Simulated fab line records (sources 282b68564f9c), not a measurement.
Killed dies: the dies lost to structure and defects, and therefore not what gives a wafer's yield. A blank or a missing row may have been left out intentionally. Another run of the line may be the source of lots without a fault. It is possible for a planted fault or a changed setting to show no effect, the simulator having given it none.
fab line records    flow ritCmos
[record] lots = 15  wafers = 45  lastDay = 7
route steps=202 shown ACTIVE@15 FOX2@27 PWELL@48 NRETRO@63
lots with no fault: from the same line, run without faults
startH: the number of hours between the record's first day and the start of the first shown wafer of the lot    waitH: how many hours have passed since the lot's step before this one    " as in the row above    L1.1+2: one row covering several wafers at once    - either no value or no given start    * or withheld: withheld    < > ~ a bound
route shown NAME@n: NAME is a module with steps in the file, n the number in the route of the first one    usual: the fault-free wafers' mean and standard deviation    same: alike in all rows    chamber/n: place in a boat    sites: readings site by site    _std_site: the standard deviation of these    _edge_site: mean of outer sites minus mean of inner sites    radiusMm: for every site, how far away it sits from the centre of the wafer    mask NAME#n: copy n    behind: tool/chamber where the wafer was last shaped    hold: why the lot was held/for how many hours/how that ended    device: the transistor (n, p or np) that didn't switch    end of line: tests of these same wafers at the route's end    where a step has no rows: the recipe by itself    killed: at the first sort, the dies lost to defects and structure; wafer yield is something else    map: per-die view of a wafer (x killed, . not killed, _ where there is no die)
set.NAME: the setting that was run; set.NAME@STEP: the one run at that earlier step    model.NAME: the simulator's own value behind a step, which no gauge read
one table for each step of the route and one row for each wafer, over a sample of lots
services: the hour from which a tool's chamber was out of use, counted from the record's first day as startH (under 0 if before that day), plus the number of hours and why
[[steps]]
[step RIT_ACTIVE_STRIP_14]
[recipe] chemistry = O2  timeS = 180  resist = NOVOLAK  platenTempC = withheld  powerW = 500  pressureMtorr = 4000  o2FlowSccm = 4000
[usual] chamberPressureMTorr = 4000/3.6  drypumpMotorCurrentA = 5.7/0.35
lot.wafer  tool            chamber  startH  waitH  chamberPressureMTorr  drypumpMotorCurrentA  rfHoursCounterH
L594.2     plasmaAsher-03  1        14.91   0.1    3998                  6.0                   34
L594.3     "               0        "       "      3999                  5.4                   -
L594.4     "               1        "       "      4006                  6.0                   -
L595.1     plasmaAsher-03  1        20.02   0.1    4004                  5.9                   35
L595.3     "               1        "       "      3996                  5.9                   -
L595.4     "               0        "       "      4003                  5.5                   -
L596.1     plasmaAsher-03  1        24.84   0.1    4003                  5.9                   36
L596.3     "               0        "       "      3993                  5.5                   -
L596.6     "               0        "       "      4000                  5.5                   -
L598.3     plasmaAsher-01  0        34.91   0.1    3995                  6.1                   -
L598.4     "               1        "       "      4001                  5.3                   -
L598.6     "               0        "       "      4005                  6.1                   -
L600.3     plasmaAsher-01  1        45.61   0.1    4005                  5.3                   -
L600.4     "               0        "       "      4001                  6.1                   -
L600.6     "               1        "       "      3999                  5.3                   -
L601.3     plasmaAsher-02  0        50.73   0.1    4006                  5.3                   -
L601.4     "               1        "       "      4010                  5.9                   -
L601.5     "               1        "       "      3997                  5.9                   -
L604.1     plasmaAsher-01  1        64.84   0.1    3999                  5.3                   39
L604.5     "               1        "       "      4006                  5.3                   -
L604.6     "               0        "       "      4000                  6.1                   -
L605.1     plasmaAsher-02  1        69.84   0.1    3998                  5.9                   29
L605.3     "               0        "       "      4005                  5.3                   -
L605.6     "               1        "       "      3997                  5.9                   -
L606.2     plasmaAsher-01  0        75.55   0.1    4006                  6.1                   40
L606.4     "               0        "       "      4001                  6.1                   -
L606.5     "               1        "       "      3997                  5.3                   -
L607.1     plasmaAsher-03  1        79.84   0.1    4001                  6.0                   41
L607.3     "               1        "       "      3998                  6.0                   -
L607.5     "               1        "       "      3994                  5.9                   -
L611.2     plasmaAsher-01  0        99.97   0.1    4000                  6.1                   43
L611.3     "               0        "       "      4001                  6.1                   -
L611.5     "               1        "       "      4001                  5.3                   -
L612.1     plasmaAsher-03  0        104.95  0.1    -                     -                     -
L612.5     "               1        "       "      -                     -                     -
L612.6     "               0        "       "      -                     -                     -
L613.2     plasmaAsher-01  1        109.97  0.1    -                     -                     -
L613.5     "               0        "       "      -                     -                     -
L613.6     "               1        "       "      -                     -                     -
L614.1     plasmaAsher-03  1        114.84  0.1    -                     -                     -
L614.5     "               0        "       "      -                     -                     -
L614.6     "               1        "       "      -                     -                     -
L617.3     plasmaAsher-03  1        130.35  0.1    3999                  6.0                   -
L617.5     "               1        "       "      4001                  5.9                   -
L617.6     "               0        "       "      3997                  5.5                   -
[step RIT_FOX2_THK_MEAS_90]
[recipe] reads = SiO2_of_FOX2_OXIDATION_00
[usual] FIELD_OXIDE_LEFT_1_THK = 322/6.1
lot.wafer  tool          chamber  startH  waitH  FIELD_OXIDE_LEFT_1_THK[nm]
L594.2     filmMetro-01  -        19.33   0.0    321
L594.3     "             -        "       "      320
L594.4     "             -        "       "      317
L595.1     filmMetro-01  -        25.54   0.0    324
L595.3     "             -        "       "      325
L595.4     "             -        "       "      321
L596.1     filmMetro-01  -        29.84   0.0    309
L596.3     "             -        "       "      311
L596.6     "             -        "       "      310
L598.3     filmMetro-02  -        40.58   0.0    324
L598.4     "             -        "       "      330
L598.6     "             -        "       "      323
L600.3     filmMetro-02  -        51.10   0.0    330
L600.4     "             -        "       "      334
L600.6     "             -        "       "      329
L601.3     filmMetro-02  -        55.04   0.0    320
L601.4     "             -        "       "      317
L601.5     "             -        "       "      312
L604.1     filmMetro-02  -        70.35   0.0    320
L604.5     "             -        "       "      323
L604.6     "             -        "       "      324
L605.1     filmMetro-03  -        74.95   0.0    325
L605.3     "             -        "       "      325
L605.6     "             -        "       "      330
L606.2     filmMetro-01  -        81.04   0.0    330
L606.4     "             -        "       "      317
L606.5     "             -        "       "      320
L607.1     filmMetro-02  -        84.49   0.0    325
L607.3     "             -        "       "      333
L607.5     "             -        "       "      327
L611.2     filmMetro-02  -        104.39  0.0    321
L611.3     "             -        "       "      311
L611.5     "             -        "       "      315
L617.3     filmMetro-02  -        134.66  0.0    332
L617.5     "             -        "       "      335
L617.6     "             -        "       "      334
[step RIT_PWELL_STRIP_09]
[recipe] chemistry = O2  timeS = 180  resist = NOVOLAK  platenTempC = withheld  powerW = 500  pressureMtorr = 4000  o2FlowSccm = 4000
[usual] chamberPressureMTorr = 4000/4  drypumpMotorCurrentA = 5.79/0.23
lot.wafer  tool            chamber  startH  waitH  chamberPressureMTorr  drypumpMotorCurrentA  rfHoursCounterH
L594.2     plasmaAsher-04  1        22.50   0.1    4000                  5.66                  41
L594.3     "               1        "       "      3997                  5.64                  -
L594.4     "               0        "       "      3995                  5.99                  -
L595.1     plasmaAsher-04  1        28.83   0.1    4001                  5.67                  41
L595.3     "               0        "       "      3997                  6.00                  -
L595.4     "               1        "       "      3995                  5.69                  -
L596.1     plasmaAsher-01  0        32.93   0.1    3999                  6.13                  36
L596.3     "               1        "       "      3998                  5.30                  -
L596.6     "               0        "       "      3992                  6.13                  -
L598.3     plasmaAsher-04  1        43.68   0.1    4002                  5.70                  -
L598.4     "               0        "       "      3999                  5.99                  -
L598.6     "               1        "       "      3993                  5.66                  -
L600.3     plasmaAsher-04  0        54.07   0.1    4001                  5.99                  -
L600.4     "               1        "       "      3997                  5.67                  -
L600.6     "               0        "       "      4005                  5.98                  -
L601.3     plasmaAsher-04  0        58.00   0.1    3996                  6.00                  -
L601.4     "               1        "       "      3994                  5.66                  -
L601.5     "               1        "       "      3998                  5.66                  -
L604.1     plasmaAsher-01  1        73.46   0.1    4005                  5.29                  40
L604.5     "               1        "       "      3999                  5.30                  -
L604.6     "               0        "       "      3999                  6.14                  -
L605.1     plasmaAsher-04  1        78.21   0.1    3996                  5.68                  47
L605.3     "               1        "       "      4008                  5.66                  -
L605.6     "               0        "       "      3995                  5.99                  -
L606.2     plasmaAsher-04  0        84.09   0.1    4010                  6.02                  48
L606.4     "               0        "       "      3998                  5.99                  -
L606.5     "               0        "       "      4001                  5.99                  -
L607.1     plasmaAsher-03  1        87.71   0.1    4000                  5.95                  42
L607.3     "               1        "       "      3998                  5.94                  -
L607.5     "               0        "       "      3998                  5.44                  -
L611.2     plasmaAsher-03  0        107.70  0.1    3991                  5.47                  44
L611.3     "               0        "       "      4006                  5.50                  -
L611.5     "               1        "       "      3999                  5.92                  -
L617.3     plasmaAsher-03  0        137.62  0.1    4005                  5.47                  -
L617.5     "               1        "       "      4000                  5.95                  -
L617.6     "               0        "       "      4005                  5.47                  -
[step RIT_NRETRO_TW_MEAS_10]
[usual] NRETRO_TW = 1047/11
lot.wafer  tool          chamber  startH  waitH  NRETRO_TW
L594.2     filmMetro-03  -        30.50   0.1    1045
L594.3     "             -        "       "      1040
L594.4     "             -        "       "      1042
L595.1     filmMetro-04  -        35.94   0.1    1042
L595.3     "             -        "       "      1034
L595.4     "             -        "       "      1030
L596.1     filmMetro-01  -        40.47   0.1    1059
L596.3     "             -        "       "      1056
L596.6     "             -        "       "      1062
L598.3     filmMetro-03  -        50.72   0.1    1044
L598.4     "             -        "       "      1040
L598.6     "             -        "       "      1040
L600.3     filmMetro-01  -        61.08   0.1    1054
L600.4     "             -        "       "      1054
L600.6     "             -        "       "      1061
L601.3     filmMetro-01  -        65.57   0.1    1063
L601.4     "             -        "       "      1060
L601.5     "             -        "       "      1062
L604.1     filmMetro-04  -        80.51   0.1    1033
L604.5     "             -        "       "      1036
L604.6     "             -        "       "      1034
L605.1     filmMetro-04  -        86.20   0.1    1035
L605.3     "             -        "       "      1034
L605.6     "             -        "       "      1036
L606.2     filmMetro-01  -        91.27   0.1    1058
L606.4     "             -        "       "      1066
L606.5     "             -        "       "      1059
L607.1     filmMetro-01  -        94.79   0.1    1058
L607.3     "             -        "       "      1061
L607.5     "             -        "       "      1055
L611.2     filmMetro-04  -        114.76  0.1    1039
L611.3     "             -        "       "      1036
L611.5     "             -        "       "      1044
L617.3     filmMetro-01  -        144.64  0.1    1061
L617.5     "             -        "       "      1063
L617.6     "             -        "       "      1061
[[services]]
tool            chamber  startH  hours  kind
plasmaAsher-04  -        -7.06   2.0    repair
plasmaAsher-04  -        108.75  9.0    pm
plasmaAsher-04  0        108.75  9.0    ventCycle
plasmaAsher-04  1        108.75  9.0    ventCycle
plasmaAsher-01  -        111.34  10.6   repair
plasmaAsher-04  0        117.75  -      clean
plasmaAsher-04  1        117.75  -      clean
plasmaAsher-01  -        123.88  14.6   pm
[[key]]
[firstSign] step = RIT_ACTIVE_STRIP_14  reading = toolRecord  direction = missing
effect none on later readings
metAt RIT_ACTIVE_STRIP_14
struckLots L612,L613,L614
laterRowsLeftOut L612.1,L612.5,L612.6,L613.2,L613.5,L613.6,L614.1,L614.5,L614.6
sortLeftOut L612.1,L612.5,L612.6,L613.2,L613.5,L613.6,L614.1,L614.5,L614.6
testerLeftOut L612,L613,L614
notActingAt RIT_FOX2_THK_MEAS_90,RIT_PWELL_STRIP_09,RIT_NRETRO_TW_MEAS_10
onsetBetween 99.97 104.95
[fault] kind = skippedStepWhole  tool = plasmaAsher-01,plasmaAsher-03  chamber = -  onsetH = 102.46  steps = RIT_ACTIVE_STRIP_14  scope = struckLotsOnly
// testerLeftOut: of these lots the tester's yield and bins aren't shown, on N5 and GAA mostly nor the transistor test; their killed dies are dies lost to structure and defects alone, not to doping, threshold or leakage, so they don't give the yield
// sortLeftOut: the simulated sort isn't trusted on such a fault, so these wafers' sort isn't shown, and their yield isn't known
// laterRowsLeftOut: the simulator's readings of these wafers behind a module that went badly wrong aren't trusted and aren't shown, but for the sort
